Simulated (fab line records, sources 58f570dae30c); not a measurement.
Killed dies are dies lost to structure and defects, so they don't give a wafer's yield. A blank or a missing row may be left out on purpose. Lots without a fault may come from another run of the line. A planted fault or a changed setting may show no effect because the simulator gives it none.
Which tool did it? | flow berkeley_cmos170 | 14 lots, 42 wafers sampled, at 3 steps of a route of 331

WHAT THE GAUGES READ, wafer by wafer
UCB170_M1_CD_MEAS_90: target cd 700 nm.
lot  | measured     | on        | cd_nm (nm)
L776 | day 7 18:11  | cd_sem-02 | 700.6 697.2 702.5
L777 | day 8 12:04  | cd_sem-01 | 701.8 700.9 703.0
L778 | day 8 19:28  | cd_sem-02 | 701.2 702.6 698.5
L780 | day 8 21:53  | cd_sem-01 | 702.4 701.9 703.5
L779 | day 8 22:08  | cd_sem-01 | 703.2 700.2 699.8
L782 | day 9 17:43  | cd_sem-01 | 702.6 703.1 698.6
L783 | day 9 17:57  | cd_sem-02 | 701.7 695.3 695.3
L785 | day 10 02:24 | cd_sem-02 | 700.3 698.2 707.7
L788 | day 10 22:22 | cd_sem-01 | 701.6 697.4 701.1
L789 | day 11 06:29 | cd_sem-01 | 705.5 701.2 705.7
L793 | day 11 22:11 | cd_sem-02 | 691.7 688.1 693.1 691.5 687.7 693.3
L798 | day 12 08:44 | cd_sem-02 | 700.8 700.7 701.0
L796 | day 12 10:33 | cd_sem-01 | 691.1 687.0 689.8 691.8 688.0 689.5
L797 | day 12 10:52 | cd_sem-01 | 700.6 701.8 698.3

WHICH TOOL RAN EACH LOT (tool, then ch and the chambers of the sampled wafers, then the start)
lot  | UCB170_M1_METAL_ETCH_12           | UCB170_M1_STRIP_13
L776 | rie_metal-04 ch 0,1, day 7 17:56  | plasma_asher-02 ch 0,1, day 7 18:04
L777 | rie_metal-04 ch 0, day 8 11:43    | plasma_asher-01 ch 0,1, day 8 11:58
L778 | rie_metal-02 ch 0,1, day 8 19:13  | plasma_asher-02 ch 0,1, day 8 19:22
L780 | rie_metal-04 ch 0,1, day 8 21:40  | plasma_asher-02 ch 0, day 8 21:47
L779 | rie_metal-02 ch 0,1, day 8 21:54  | plasma_asher-04 ch 0,1, day 8 22:02
L782 | rie_metal-04 ch 0,1, day 9 17:29  | plasma_asher-02 ch 0,1, day 9 17:37
L783 | rie_metal-02 ch 0,1, day 9 17:43  | plasma_asher-04 ch 0,1, day 9 17:51
L785 | rie_metal-02 ch 0,1, day 10 02:10 | plasma_asher-01 ch 0,1, day 10 02:18
L788 | rie_metal-04 ch 0,1, day 10 22:08 | plasma_asher-01 ch 0,1, day 10 22:16
L789 | rie_metal-01 ch 0,1, day 11 06:15 | plasma_asher-02 ch 0,1, day 11 06:23
L793 | rie_metal-04 ch 0,1, day 11 21:57 | plasma_asher-01 ch 0,1, day 11 22:05
L798 | rie_metal-01 ch 0,1, day 12 08:31 | plasma_asher-01 ch 0,1, day 12 08:38
L796 | rie_metal-04 ch 0,1, day 12 10:19 | plasma_asher-01 ch 0, day 12 10:27
L797 | rie_metal-01 ch 0,1, day 12 10:38 | plasma_asher-04 ch 0,1, day 12 10:45
- UCB170_M1_METAL_ETCH_12: etches Al in Cl2/BCl3, stops on PSG, target depth 780 nm, time 130 s.
- UCB170_M1_STRIP_13: strips in O2.

WHAT THE TOOLS THEMSELVES READ (means of the sampled wafers that have a number; where no wafer has one, the mark that the record gives instead)
UCB170_M1_METAL_ETCH_12.
lot  | tool         | drypump_motor_current_A (A) | oes_product_au (a.u.) | throttle_valve_pct (%)
L776 | rie_metal-04 | 5.2                         | 0.858                 | 24.1
L777 | rie_metal-04 | 5.0                         | 0.851                 | 23.9
L778 | rie_metal-02 | 6.4                         | 0.859                 | 24.5
L780 | rie_metal-04 | 5.2                         | 0.865                 | 24.1
L779 | rie_metal-02 | 6.2                         | 0.865                 | 24.7
L782 | rie_metal-04 | 5.4                         | 0.867                 | 24.3
L783 | rie_metal-02 | 6.2                         | 0.852                 | 24.7
L785 | rie_metal-02 | 6.2                         | 0.865                 | 24.6
L788 | rie_metal-04 | 5.2                         | 0.852                 | 24.1
L789 | rie_metal-01 | 6.3                         | 0.833                 | 24.9
L793 | rie_metal-04 | 5.2                         | 0.856                 | 24.1
L798 | rie_metal-01 | 6.3                         | 0.840                 | 24.9
L796 | rie_metal-04 | 5.4                         | 0.859                 | 24.3
L797 | rie_metal-01 | 6.3                         | 0.842                 | 24.9

UCB170_M1_STRIP_13.
lot  | tool            | drypump_motor_current_A (A) | oes_product_au (a.u.)
L776 | plasma_asher-02 | 6.3                         | 0.730
L777 | plasma_asher-01 | 6.2                         | 0.732
L778 | plasma_asher-02 | 6.3                         | 0.735
L780 | plasma_asher-02 | 6.3                         | 0.728
L779 | plasma_asher-04 | 5.8                         | 0.734
L782 | plasma_asher-02 | 6.3                         | 0.732
L783 | plasma_asher-04 | 5.3                         | 0.730
L785 | plasma_asher-01 | 6.2                         | 0.737
L788 | plasma_asher-01 | 6.2                         | 0.733
L789 | plasma_asher-02 | 6.3                         | 0.734
L793 | plasma_asher-01 | 6.2                         | 0.635
L798 | plasma_asher-01 | 6.2                         | 0.734
L796 | plasma_asher-01 | 6.1                         | 0.594
L797 | plasma_asher-04 | 5.8                         | 0.735

THE ANSWER, worked out from the rows above alone
Rule: what is usual is taken from the lots themselves. Put in order of their means at a reading, lots are off if they are a third of the lots or fewer, leave a main group of 4 or more, and stand apart from it by a gap of 3 or more times the standard deviation of the main group's means; of several such gaps the widest counts. A main group whose means are all the same, to the digits that the tables above print for the reading, isn't used. A lot without any number at a reading at which 4 lots or more have one is off too. The other lots that the step has rows for count as sound. The gauges are gone through in route order, then the tools' own readings, and for those a lot's mean is taken as printed above. The first step at which some lot is off is used, and at that step the reading that is off furthest; a lot without a number counts as furthest.
Off: L793, L796, at UCB170_M1_CD_MEAS_90 (cd_nm). The main group: mean 701.0 nm, standard deviation 1.6.
A tool fits if, at a process step before that reading, it ran every lot that is off, and no sound lot after the first of them. The gauges at UCB170_M1_CD_MEAS_90 aren't tried: what is off there is off at UCB170_M1_STRIP_13 too, on other tools, and a gauge's error can't cause that. One fits: rie_metal-04 at UCB170_M1_METAL_ETCH_12. Its last sound lot is L788 (day 10 22:08), its first lot that is off L793 (day 11 21:57): a fault that began between those two fits.

WHAT THE SIMULATOR HAD PUT IN
Process parameter drift: rie_metal-04, from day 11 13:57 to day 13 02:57, at UCB170_M1_METAL_ETCH_12. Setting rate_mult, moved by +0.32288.
Lots struck among those shown: L793, L796. The rule above found the same.
